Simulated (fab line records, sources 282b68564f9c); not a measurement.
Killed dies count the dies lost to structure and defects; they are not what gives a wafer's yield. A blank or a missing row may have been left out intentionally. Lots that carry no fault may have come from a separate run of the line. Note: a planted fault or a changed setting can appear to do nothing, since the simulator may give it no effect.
fab line records ; flow rit-cmos
record lots=14; wafers=42; last-day=7
route steps=202 shown REOX@102 SPACER@126 NSD@137 CONTACT@169 M1@202
lots that met no fault: from a run of the same line without faults
start-h: start of the lot's first displayed wafer, in hours after the record's first day ; wait-h: hours since the lot's step before ; " same as the row above ; L1.1+2: one row covering several wafers at once ; - value missing, or start not given ; * or withheld: withheld ; < > ~ a bound
route shown NAME@n: NAME is a module with steps in the file, n the number in the route of the first one ; usual: mean/standard deviation of fault-free wafers ; same: alike in all rows ; chamber/n: place in a boat ; sites: each site's reading ; _std_site: the standard deviation of these ; _edge_site: the outer-site mean with the inner-site mean subtracted ; radius-mm: for every site, how far away it sits from the centre of the wafer ; mask NAME#n: copy n ; behind: tool/chamber where the wafer was last shaped ; hold: what put the lot on hold/how long, in hours/how the hold closed ; device: which transistor (n, p or np) failed to switch ; end of line: tests of these same wafers at the route's end ; step lacking rows: just its recipe ; killed: dies that structure and defects cost at the first sort, which is not the same as the wafer's yield ; map: per-die view of a wafer (x killed, . not killed, _ where there is no die)
set.NAME: the setting the step ran with; set.NAME@STEP: the setting that earlier step ran with ; model.NAME: the simulator's own value behind a step, which no gauge read
one table for each step of the route and one row for each wafer, over a sample of lots
services: the hour from which a tool's chamber was out of use, counted from the record's first day as start-h (under 0 if before that day), plus the number of hours and why
## steps
# step RIT_REOX_THK_MEAS_04
# recipe reads=SiO2_of_REOX_OXIDATION_03
# usual REOX_OXIDE_THK=25.0/0.47
lot.wafer;tool;chamber;start-h;wait-h;REOX_OXIDE_THK[nm]
L654.2;film-metro-01;-;60.93;0.0;25.1
L654.5;film-metro-01;-;60.93;0.0;24.9
L654.6;film-metro-01;-;60.93;0.0;24.8
L655.1;film-metro-01;-;65.34;0.0;24.9
L655.4;film-metro-01;-;65.34;0.0;24.9
L655.6;film-metro-01;-;65.34;0.0;24.7
L656.1;film-metro-03;-;72.62;0.0;25.2
L656.2;film-metro-03;-;72.62;0.0;25.2
L656.5;film-metro-03;-;72.62;0.0;25.2
L657.1;film-metro-03;-;78.02;0.0;24.5
L657.3;film-metro-03;-;78.02;0.0;24.7
L657.5;film-metro-03;-;78.02;0.0;25.0
L658.4;film-metro-04;-;81.92;0.0;25.0
L658.5;film-metro-04;-;81.92;0.0;25.0
L658.6;film-metro-04;-;81.92;0.0;24.8
L660.4;film-metro-04;-;92.40;0.0;25.3
L660.5;film-metro-04;-;92.40;0.0;26.0
L660.6;film-metro-04;-;92.40;0.0;25.6
L666.1;film-metro-01;-;131.37;0.0;24.7
L666.2;film-metro-01;-;131.37;0.0;24.0
L666.6;film-metro-01;-;131.37;0.0;24.6
L667.2;film-metro-03;-;131.38;0.0;24.6
L667.5;film-metro-03;-;131.38;0.0;24.1
L667.6;film-metro-03;-;131.38;0.0;24.3
L668.1;film-metro-03;-;138.48;0.0;24.3
L668.4;film-metro-03;-;138.48;0.0;24.5
L668.5;film-metro-03;-;138.48;0.0;24.4
L669.3;film-metro-04;-;143.72;0.0;24.8
L669.5;film-metro-04;-;143.72;0.0;25.3
L669.6;film-metro-04;-;143.72;0.0;24.8
L670.1;film-metro-04;-;145.93;0.0;25.4
L670.3;film-metro-04;-;145.93;0.0;25.6
L670.5;film-metro-04;-;145.93;0.0;25.6
L671.1;film-metro-01;-;151.86;0.0;25.0
L671.3;film-metro-01;-;151.86;0.0;25.0
L671.4;film-metro-01;-;151.86;0.0;25.0
L672.3;film-metro-04;-;154.97;0.0;25.8
L672.4;film-metro-04;-;154.97;0.0;25.6
L672.6;film-metro-04;-;154.97;0.0;25.6
L673.3;film-metro-04;-;156.60;0.0;24.8
L673.4;film-metro-04;-;156.60;0.0;24.9
L673.5;film-metro-04;-;156.60;0.0;24.7
# step RIT_SPACER_CLEAN_01
# recipe chemistry=dHF; dilution=50:1; time-s=30
# usual run-length-s=58.4/2.5; time-s=30/0
lot.wafer;tool;chamber;start-h;wait-h;run-length-s;time-s
L654.2;wet-bench-04;0;63.99;0.0;61.5;30
L654.5;wet-bench-04;0;63.99;0.0;61.5;30
L654.6;wet-bench-04;0;63.99;0.0;61.5;30
L655.1;wet-bench-04;2;68.43;0.0;62.2;30
L655.4;wet-bench-04;2;68.43;0.0;62.2;30
L655.6;wet-bench-04;2;68.43;0.0;62.2;30
L656.1;wet-bench-04;1;76.11;0.0;63.3;30
L656.2;wet-bench-04;1;76.11;0.0;63.3;30
L656.5;wet-bench-04;1;76.11;0.0;63.3;30
L657.1;wet-bench-02;3;81.32;0.0;-;-
L657.3;wet-bench-02;3;81.32;0.0;-;-
L657.5;wet-bench-02;3;81.32;0.0;-;-
L658.4;wet-bench-01;1;85.12;0.0;-;-
L658.5;wet-bench-01;1;85.12;0.0;-;-
L658.6;wet-bench-01;1;85.12;0.0;-;-
L660.4;wet-bench-04;0;95.65;0.0;57.1;30
L660.5;wet-bench-04;0;95.65;0.0;57.1;30
L660.6;wet-bench-04;0;95.65;0.0;57.1;30
L666.1;wet-bench-02;3;134.96;0.0;57.2;30
L666.2;wet-bench-02;3;134.96;0.0;57.2;30
L666.6;wet-bench-02;3;134.96;0.0;57.2;30
L667.2;wet-bench-04;3;135.19;0.0;63.4;30
L667.5;wet-bench-04;3;135.19;0.0;63.4;30
L667.6;wet-bench-04;3;135.19;0.0;63.4;30
L668.1;wet-bench-02;3;141.81;0.0;56.9;30
L668.4;wet-bench-02;3;141.81;0.0;56.9;30
L668.5;wet-bench-02;3;141.81;0.0;56.9;30
L669.3;wet-bench-04;3;147.19;0.0;62.0;30
L669.5;wet-bench-04;3;147.19;0.0;62.0;30
L669.6;wet-bench-04;3;147.19;0.0;62.0;30
L670.1;wet-bench-01;0;149.30;0.0;56.6;30
L670.3;wet-bench-01;0;149.30;0.0;56.6;30
L670.5;wet-bench-01;0;149.30;0.0;56.6;30
L671.1;wet-bench-02;0;155.09;0.0;57.6;30
L671.3;wet-bench-02;0;155.09;0.0;57.6;30
L671.4;wet-bench-02;0;155.09;0.0;57.6;30
L672.3;wet-bench-01;0;158.23;0.0;62.1;30
L672.4;wet-bench-01;0;158.23;0.0;62.1;30
L672.6;wet-bench-01;0;158.23;0.0;62.1;30
L673.3;wet-bench-04;3;160.16;0.0;57.3;30
L673.4;wet-bench-04;3;160.16;0.0;57.3;30
L673.5;wet-bench-04;3;160.16;0.0;57.3;30
# step RIT_NSD_OVL_MEAS_06
# usual NSD_OVL=-0.1/1.4
lot.wafer;tool;chamber;start-h;wait-h;NSD_OVL[nm]
L654.2;overlay-01;-;67.17;-;-1.4
L654.5;overlay-01;-;67.17;-;0.2
L654.6;overlay-01;-;67.17;-;-0.1
L655.1;overlay-01;-;71.60;-;0.4
L655.4;overlay-01;-;71.60;-;0.6
L655.6;overlay-01;-;71.60;-;1.3
L656.1;overlay-02;-;79.30;-;0.2
L656.2;overlay-02;-;79.30;-;-0.1
L656.5;overlay-02;-;79.30;-;0.0
L657.1;overlay-02;-;84.49;-;-0.6
L657.3;overlay-02;-;84.49;-;-0.4
L657.5;overlay-02;-;84.49;-;-0.2
L658.4;overlay-01;-;88.34;-;1.1
L658.5;overlay-01;-;88.34;-;0.4
L658.6;overlay-01;-;88.34;-;2.3
L660.4;overlay-01;-;98.85;-;-0.6
L660.5;overlay-01;-;98.85;-;0.8
L660.6;overlay-01;-;98.85;-;1.3
L666.1;overlay-02;-;138.15;-;-1.2
L666.2;overlay-02;-;138.15;-;-1.4
L666.6;overlay-02;-;138.15;-;-0.3
L667.2;overlay-01;-;138.54;-;0.4
L667.5;overlay-01;-;138.54;-;2.1
L667.6;overlay-01;-;138.54;-;0.4
L668.1;overlay-01;-;145.09;-;1.4
L668.4;overlay-01;-;145.09;-;2.1
L668.5;overlay-01;-;145.09;-;0.1
L669.3;overlay-02;-;150.49;-;-0.3
L669.5;overlay-02;-;150.49;-;-0.6
L669.6;overlay-02;-;150.49;-;1.7
L670.1;overlay-01;-;152.66;-;0.3
L670.3;overlay-01;-;152.66;-;0.1
L670.5;overlay-01;-;152.66;-;-1.8
L671.1;overlay-02;-;158.36;-;-0.8
L671.3;overlay-02;-;158.36;-;-0.8
L671.4;overlay-02;-;158.36;-;-1.7
L672.3;overlay-01;-;161.70;-;-2.9
L672.4;overlay-01;-;161.70;-;-3.4
L672.6;overlay-01;-;161.70;-;-3.7
L673.3;overlay-02;-;163.48;-;0.4
L673.4;overlay-02;-;163.48;-;0.4
L673.5;overlay-02;-;163.48;-;0.8
# step RIT_CONTACT_THK_MEAS_01
# recipe reads=SiO2_of_CONTACT_CVD_00
# usual CONTACT_TEOS_THK=399/5
lot.wafer;tool;chamber;start-h;wait-h;CONTACT_TEOS_THK[nm]
L654.2;film-metro-03;-;70.65;0.0;402
L654.5;film-metro-03;-;70.65;0.0;404
L654.6;film-metro-03;-;70.65;0.0;402
L655.1;film-metro-04;-;75.25;0.0;398
L655.4;film-metro-04;-;75.25;0.0;405
L655.6;film-metro-04;-;75.25;0.0;401
L656.1;film-metro-03;-;82.76;0.0;396
L656.2;film-metro-03;-;82.76;0.0;398
L656.5;film-metro-03;-;82.76;0.0;407
L657.1;film-metro-01;-;88.13;0.0;395
L657.3;film-metro-01;-;88.13;0.0;394
L657.5;film-metro-01;-;88.13;0.0;401
L658.4;film-metro-01;-;91.85;0.0;402
L658.5;film-metro-01;-;91.85;0.0;404
L658.6;film-metro-01;-;91.85;0.0;399
L660.4;film-metro-01;-;102.58;0.0;399
L660.5;film-metro-01;-;102.58;0.0;400
L660.6;film-metro-01;-;102.58;0.0;401
L666.1;film-metro-01;-;141.88;0.0;395
L666.2;film-metro-01;-;141.88;0.0;389
L666.6;film-metro-01;-;141.88;0.0;399
L667.2;film-metro-03;-;142.38;0.0;400
L667.5;film-metro-03;-;142.38;0.0;408
L667.6;film-metro-03;-;142.38;0.0;403
L668.1;film-metro-04;-;148.71;0.0;384
L668.4;film-metro-04;-;148.71;0.0;399
L668.5;film-metro-04;-;148.71;0.0;398
L669.3;film-metro-01;-;154.68;0.0;391
L669.5;film-metro-01;-;154.68;0.0;404
L669.6;film-metro-01;-;154.68;0.0;404
L670.1;film-metro-03;-;156.39;0.0;395
L670.3;film-metro-03;-;156.39;0.0;394
L670.5;film-metro-03;-;156.39;0.0;403
L671.1;film-metro-01;-;161.94;0.0;396
L671.3;film-metro-01;-;161.94;0.0;402
L671.4;film-metro-01;-;161.94;0.0;411
L672.3;film-metro-01;-;165.47;0.0;390
L672.4;film-metro-01;-;165.47;0.0;394
L672.6;film-metro-01;-;165.47;0.0;394
L673.3;film-metro-01;-;167.07;0.0;390
L673.4;film-metro-01;-;167.07;0.0;402
L673.5;film-metro-01;-;167.07;0.0;398
# step RIT_M1_PROBE_99
# usual killed_at_M0_to_M3=0.0/0.12; killed-at-contacts=0.1/0.24; killed-at-front-end=6.6/2.7; killed-dies=6.6/2.7; killed-open=3.3/1.8; killed-short=3.4/1.9
# same gross-dies=264; killed_at_M4_up=0; killed-at-back-side=0; killed-at-other=0
lot.wafer;tool;chamber;start-h;wait-h;killed_at_M0_to_M3;killed-at-contacts;killed-at-front-end;killed-dies;killed-open;killed-short
L655.1;prober-02;-;82.81;0.1;0;0;14;14;8;6
L655.4;prober-02;-;82.96;0.2;0;0;7;7;4;3
L655.6;prober-02;-;83.06;0.2;0;0;9;9;5;4
L657.1;prober-02;-;94.95;0.1;0;0;5;5;1;4
L657.3;prober-02;-;95.05;0.2;0;0;4;4;1;3
L657.5;prober-02;-;95.15;0.2;0;0;9;9;4;5
L658.4;prober-01;-;99.24;0.2;0;0;9;9;7;2
L658.5;prober-01;-;99.29;0.2;0;1;4;5;4;1
L658.6;prober-01;-;99.34;0.2;0;0;10;10;3;7
L667.2;prober-02;-;149.48;0.1;0;0;10;10;2;8
L667.5;prober-02;-;149.63;0.2;0;0;7;7;2;5
L667.6;prober-02;-;149.68;0.2;0;0;8;8;3;5
L668.1;prober-01;-;155.42;0.1;0;0;9;9;7;2
L668.4;prober-01;-;155.57;0.2;0;1;11;12;4;8
L668.5;prober-01;-;155.62;0.2;0;0;4;4;2;2
L672.3;prober-01;-;172.00;0.2;0;0;5;5;2;3
L672.4;prober-01;-;172.05;0.2;0;0;3;3;1;2
L672.6;prober-01;-;172.15;0.2;0;1;6;7;4;3
# killed by level:class
L655.1 GATE:geometric-particle:short=3 GATE:geometric-particle:open=2 REOX:geometric-particle:open=2 SPACER:geometric-particle:open=2 SILICIDE:geometric-particle:short=2 FOX1:geometric-particle:open=1 FOX2:geometric-particle:open=1 REOX:geometric-particle:short=1
L655.4 GATE:geometric-particle:short=2 GATE:geometric-particle:open=1 REOX:geometric-particle:open=1 REOX:geometric-particle:short=1 SPACER:geometric-particle:open=1 SILICIDE:geometric-particle:open=1
L655.6 SILICIDE:geometric-particle:open=3 REOX:geometric-particle:open=2 SPACER:geometric-particle:short=2 FOX1:geometric-particle:short=1 GATE:geometric-particle:short=1
L657.1 GATE:geometric-particle:short=3 SPACER:geometric-particle:open=1 SPACER:geometric-particle:short=1
L657.3 GATE:geometric-particle:short=2 FOX2:geometric-particle:short=1 GATE:geometric-particle:open=1
L657.5 GATE:geometric-particle:short=3 SPACER:geometric-particle:open=2 FOX1:geometric-particle:short=1 FOX1:geometric-particle:open=1 FOX2:geometric-particle:short=1 GATE:geometric-particle:open=1
L658.4 GATE:geometric-particle:open=2 SILICIDE:geometric-particle:open=2 FOX1:geometric-particle:short=1 FOX1:geometric-particle:open=1 FOX2:geometric-particle:open=1 GATE:geometric-particle:short=1 SPACER:geometric-particle:open=1
L658.5 FOX2:geometric-particle:open=1 GATE:geometric-particle:open=1 SPACER:geometric-particle:short=1 SPACER:geometric-particle:open=1 CONTACT:geometric-particle:open=1
L658.6 GATE:geometric-particle:short=3 FOX1:geometric-particle:short=2 GATE:geometric-particle:open=2 FOX2:geometric-particle:open=1 FOX2:geometric-particle:short=1 REOX:geometric-particle:short=1
L667.2 SILICIDE:geometric-particle:short=3 FOX1:geometric-particle:short=2 GATE:geometric-particle:short=2 GATE:geometric-particle:open=1 REOX:geometric-particle:short=1 REOX:geometric-particle:open=1
L667.5 GATE:geometric-particle:short=3 FOX1:geometric-particle:short=1 GATE:geometric-particle:open=1 REOX:geometric-particle:short=1 SILICIDE:geometric-particle:open=1
L667.6 GATE:geometric-particle:open=3 FOX1:geometric-particle:short=2 FOX2:geometric-particle:short=1 SPACER:geometric-particle:short=1 SILICIDE:geometric-particle:short=1
L668.1 GATE:geometric-particle:open=3 SILICIDE:geometric-particle:open=2 FOX2:geometric-particle:open=1 GATE:geometric-particle:short=1 REOX:geometric-particle:open=1 SILICIDE:geometric-particle:short=1
L668.4 GATE:geometric-particle:short=4 FOX1:geometric-particle:short=3 FOX2:geometric-particle:open=2 GATE:geometric-particle:open=1 SILICIDE:geometric-particle:short=1 CONTACT:geometric-particle:open=1
L668.5 FOX1:geometric-particle:short=1 FOX1:geometric-particle:open=1 FOX2:geometric-particle:open=1 GATE:geometric-particle:short=1
L672.3 FOX1:geometric-particle:short=2 FOX1:geometric-particle:open=1 GATE:geometric-particle:open=1 GATE:geometric-particle:short=1
L672.4 GATE:geometric-particle:short=1 GATE:geometric-particle:open=1 SPACER:geometric-particle:short=1
L672.6 GATE:geometric-particle:short=2 GATE:geometric-particle:open=2 FOX1:geometric-particle:open=1 FOX1:geometric-particle:short=1 CONTACT:geometric-particle:open=1
## services
tool;chamber;start-h;hours;kind
wet-bench-02;-;99.21;6.7;repair
## key
first-sign step=RIT_SPACER_CLEAN_01; reading=tool-record; direction=missing
effect none on later readings
met-at RIT_SPACER_CLEAN_01
struck-lots L657,L658
tester-left-out L657,L658
not-acting-at RIT_REOX_THK_MEAS_04,RIT_NSD_OVL_MEAS_06,RIT_CONTACT_THK_MEAS_01
fault kind=skipped-step-whole; tool=wet-bench-01,wet-bench-02; chamber=-; onset-h=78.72; steps=RIT_SPACER_CLEAN_01; scope=struck-lots-only
# tester-left-out: of these lots the tester's yield and bins aren't shown, on N5 and GAA mostly nor the transistor test; their killed dies are dies lost to structure and defects alone, not to doping, threshold or leakage, so they don't give the yield
